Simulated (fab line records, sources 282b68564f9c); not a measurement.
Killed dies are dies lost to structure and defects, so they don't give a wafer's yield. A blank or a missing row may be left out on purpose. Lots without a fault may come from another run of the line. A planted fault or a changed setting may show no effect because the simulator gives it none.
fab line records | flow rit_cmos
record lots=5 wafers=15 last_day=8
route steps=202 shown NLDD@113 PLDD@114 SPACER@125 M1@202
lots that met no fault: from a run of the same line without faults
start_h: hours from the record's first day to the start of the lot's first wafer shown | wait_h: hours since the lot's step before | " the same as in the row above | L1.1+2: a row that stands for several wafers | - no value, or no start given | * or withheld: withheld | < > ~ a bound
route shown NAME@n: a module of which the file shows steps, and the number in the route of the first | usual: mean/standard deviation of fault-free wafers | same: alike in all rows | chamber/n: place in a boat | sites: the reading at each site | _std_site: their standard deviation | _edge_site: outer sites' mean less inner sites' | radius_mm: how far each site lies from the wafer's centre | mask NAME#n: copy n | behind: the tool/chamber that last shaped the wafer | hold: why the lot was held/for how many hours/how that ended | device: the transistor (n, p or np) that didn't switch | end of line: the same wafers' tests at the end of the route | a step without rows: its recipe alone | killed: dies lost to structure and defects at the first sort, not the wafer's yield | map: a wafer's dies, x killed, . not, _ none there
set.NAME: the setting as run; set.NAME@STEP: as run at that earlier step | model.NAME: the simulator's own value behind a step, which no gauge read
lots at some steps of the route; a table a step, a row a wafer
services: from which hour (start_h, from the record's first day; less than 0 if before it) a tool's chamber was out of use, for how many hours, and why
## steps
# step RIT_NLDD_TW_MEAS_10
# usual NLDD_TW=2497/18
# columns lot.wafer tool chamber start_h wait_h NLDD_TW
L780.1 film_metro-01 - 93.39 0.1 2492
L780.2 " - " " 2488
L780.5 " - " " 2495
L781.1 film_metro-04 - 96.35 0.1 2529
L781.3 " - " " 2518
L781.6 " - " " 2519
L784.2 film_metro-03 - 111.79 0.1 2466
L784.4 " - " " 2463
L784.5 " - " " 2497
L792.2 film_metro-03 - 152.24 0.1 2481
L792.3 " - " " 2479
L792.4 " - " " 2484
L794.4 film_metro-04 - 172.44 0.1 2519
L794.5 " - " " 2509
L794.6 " - " " 2515
# step RIT_PLDD_HMDS_00
# recipe prime_time_s=60 prime_temp_c=140
# step RIT_PLDD_COAT_01
# recipe resist=NOVOLAK spin_rpm=3250 resist_thk_nm=1000
# step RIT_PLDD_SOFTBAKE_02
# recipe resist=NOVOLAK temp_c=90 time_s=60
# step RIT_PLDD_EXPOSE_03
# recipe mask_id=M8 na=0.57 target_cd_nm=40900 dose_mj=250
# step RIT_PLDD_PEB_04
# recipe resist=NOVOLAK temp_c=withheld time_s=withheld
# step RIT_PLDD_DEVELOP_05
# recipe resist=NOVOLAK develop_time_s=50 dev_temp_c=23
# step RIT_PLDD_OVL_MEAS_06
# usual PLDD_OVL=-1.1/1.5
# columns lot.wafer tool chamber start_h wait_h PLDD_OVL[nm]
L780.1 overlay-02 - 94.43 - -0.3
L780.2 " - " " -0.9
L780.5 " - " " 1.0
L781.1 overlay-02 - 97.39 - 1.4
L781.3 " - " " 0.4
L781.6 " - " " 0.0
L784.2 overlay-01 - 112.94 - -2.3
L784.4 " - " " -1.0
L784.5 " - " " -1.7
L792.2 overlay-01 - 153.27 - -0.1
L792.3 " - " " -1.1
L792.4 " - " " -0.6
L794.4 overlay-02 - 173.34 - -1.3
L794.5 " - " " -1.4
L794.6 " - " " -0.7
# step RIT_PLDD_HARDBAKE_07
# recipe resist=NOVOLAK temp_c=140 time_s=60
# step RIT_PLDD_IMPLANT_08
# recipe species=BF2 energy_kev=20 dose_cm2=9e+14 tilt_deg=7
# step RIT_PLDD_STRIP_09
# recipe chemistry=O2 time_s=180 resist=NOVOLAK platen_temp_c=withheld power_w=500 pressure_mtorr=4000 o2_flow_sccm=4000
# usual drypump_motor_current_A=5.8/0.56
# columns lot.wafer tool chamber start_h wait_h drypump_motor_current_A rf_hours_counter_h
L780.1 plasma_asher-02 0 94.77 0.1 6.5 47
L780.2 " 1 " " 5.1 47
L780.5 " 1 " " 5.1 -
L781.1 plasma_asher-02 1 97.72 0.1 5.1 47
L781.3 " 1 " " 5.1 -
L781.6 " 0 " " 6.6 -
L784.2 plasma_asher-01 1 113.27 0.1 6.1 28
L784.4 " 1 " " 6.1 -
L784.5 " 0 " " 5.6 -
L792.2 plasma_asher-02 0 153.60 0.1 6.5 54
L792.3 " 1 " " 5.2 -
L792.4 " 0 " " 6.6 -
L794.4 plasma_asher-02 0 173.95 0.1 6.5 -
L794.5 " 1 " " 5.2 -
L794.6 " 0 " " 6.5 -
# step RIT_PLDD_TW_MEAS_10
# usual PLDD_TW=2355/16
# columns lot.wafer tool chamber start_h wait_h PLDD_TW
L780.1 film_metro-01 - 94.94 0.1 2350
L780.2 " - " " 2347
L780.5 " - " " 2352
L781.1 film_metro-01 - 97.90 0.1 2350
L781.3 " - " " 2366
L781.6 " - " " 2354
L784.2 film_metro-03 - 113.46 0.1 2334
L784.4 " - " " 2333
L784.5 " - " " 2333
L792.2 film_metro-01 - 153.79 0.1 2349
L792.3 " - " " 2363
L792.4 " - " " 2338
L794.4 film_metro-01 - 174.09 0.1 2360
L794.5 " - " " 2351
L794.6 " - " " 2344
# step RIT_SPACER_CLEAN_00
# recipe chemistry=SC1 mix=3:3:50 time_s=600 temp_c=75
# usual run_length_s=627.4/3 temp_c=75.01/0.14
# columns lot.wafer tool chamber start_h wait_h run_length_s temp_c
L780.1 wet_bench-03 1 95.00 0.1 624.4 74.79
L780.2 " 1 " " 624.4 74.85
L780.5 " 1 " " 624.4 74.85
L781.1 wet_bench-02 2 97.96 0.1 632.1 74.95
L781.3 " 2 " " 632.1 75.14
L781.6 " 2 " " 632.1 74.97
L784.2 wet_bench-04 3 113.51 0.0 627.2 75.30
L784.4 " 3 " " 627.2 75.19
L784.5 " 3 " " 627.2 75.25
L792.2 wet_bench-03 3 153.84 0.0 722.3 74.94
L792.3 " 3 " " 722.3 75.03
L792.4 " 3 " " 722.3 75.01
L794.4 wet_bench-03 1 174.12 0.0 623.4 74.90
L794.5 " 1 " " 623.4 74.98
L794.6 " 1 " " 623.4 74.82
# step RIT_SPACER_CLEAN_01
# recipe chemistry=dHF dilution=50:1 time_s=30
# step RIT_M1_PROBE_99
# usual killed_at_contacts=0.1/0.23 killed_at_front_end=7/3 killed_dies=7/3 killed_open=3.3/1.8 killed_short=3.3/2.2
# same gross_dies=264 killed_at_M0_to_M3=0 killed_at_M4_up=0 killed_at_back_side=0 killed_at_other=0
# columns lot.wafer tool chamber start_h wait_h killed_at_contacts killed_at_front_end killed_dies killed_open killed_short
L780.1 prober-01 - 109.18 0.1 0 5 5 3 2
L780.2 prober-01 - 109.23 0.1 0 6 6 1 5
L780.5 prober-01 - 109.38 0.2 0 8 8 4 4
L781.1 prober-02 - 111.39 0.1 0 2 2 1 1
L781.3 prober-02 - 111.49 0.2 0 8 8 5 3
L781.6 prober-02 - 111.64 0.2 0 5 5 1 4
L784.2 prober-01 - 129.98 0.1 0 5 5 2 3
L784.4 prober-01 - 130.08 0.2 0 3 3 2 1
L784.5 prober-01 - 130.13 0.2 0 5 5 3 2
L792.2 prober-02 - 167.57 0.1 0 5 5 2 3
L792.3 prober-02 - 167.62 0.2 0 5 5 4 1
L792.4 prober-02 - 167.67 0.2 0 8 8 3 5
L794.4 prober-02 - 187.55 0.2 1 2 3 2 1
L794.5 prober-02 - 187.60 0.2 0 6 6 4 2
L794.6 prober-02 - 187.65 0.2 0 7 7 4 3
# killed by level:class
L780.1 GATE:geometric_particle:open=3 REOX:geometric_particle:short=1 SILICIDE:geometric_particle:short=1
L780.2 GATE:geometric_particle:short=2 FOX2:geometric_particle:short=1 REOX:geometric_particle:short=1 SPACER:geometric_particle:open=1 SPACER:geometric_particle:short=1
L780.5 GATE:geometric_particle:open=3 FOX1:geometric_particle:short=2 GATE:geometric_particle:short=1 REOX:geometric_particle:open=1 SILICIDE:geometric_particle:short=1
L781.1 FOX2:geometric_particle:short=1 REOX:geometric_particle:open=1
L781.3 FOX1:geometric_particle:short=2 GATE:geometric_particle:open=2 FOX1:geometric_particle:open=1 GATE:geometric_particle:short=1 SPACER:geometric_particle:open=1 SILICIDE:geometric_particle:open=1
L781.6 GATE:geometric_particle:short=4 SPACER:geometric_particle:open=1
L784.2 GATE:geometric_particle:short=1 GATE:geometric_particle:open=1 REOX:geometric_particle:short=1 REOX:geometric_particle:open=1 SPACER:geometric_particle:short=1
L784.4 GATE:geometric_particle:open=1 SPACER:geometric_particle:open=1 SPACER:geometric_particle:short=1
L784.5 REOX:geometric_particle:open=2 FOX1:geometric_particle:short=1 GATE:geometric_particle:open=1 SILICIDE:geometric_particle:short=1
L792.2 GATE:geometric_particle:short=2 GATE:geometric_particle:open=2 FOX1:geometric_particle:short=1
L792.3 SILICIDE:geometric_particle:open=3 SPACER:geometric_particle:open=1 SILICIDE:geometric_particle:short=1
L792.4 SILICIDE:geometric_particle:short=4 GATE:geometric_particle:open=2 REOX:geometric_particle:short=1 SPACER:geometric_particle:open=1
L794.4 GATE:geometric_particle:open=2 CONTACT:geometric_particle:short=1
L794.5 FOX2:geometric_particle:short=2 GATE:geometric_particle:open=2 FOX1:geometric_particle:open=1 REOX:geometric_particle:open=1
L794.6 FOX1:geometric_particle:open=2 GATE:geometric_particle:short=2 GATE:geometric_particle:open=1 REOX:geometric_particle:open=1 SILICIDE:geometric_particle:short=1
## services
# columns tool chamber start_h hours kind
wet_bench-02 - 92.42 3.8 repair
## key
first_sign step=RIT_SPACER_CLEAN_00 reading=run_length_s direction=up sigmas=32 usual=* struck=*
effect none on later readings
met_at RIT_SPACER_CLEAN_00
struck_wafers L792.2,L792.3,L792.4
tester_left_out L792
fault kind=process_parameter_drift tool=wet_bench-03 chamber=3 onset_h=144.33 steps=RIT_SPACER_CLEAN_00 channel=time_s offset=* shape=step end_h=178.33 acts_in=* stated=*
# tester_left_out: of these lots the tester's yield and bins aren't shown, on N5 and GAA mostly nor the transistor test; their killed dies are dies lost to structure and defects alone, not to doping, threshold or leakage, so they don't give the yield
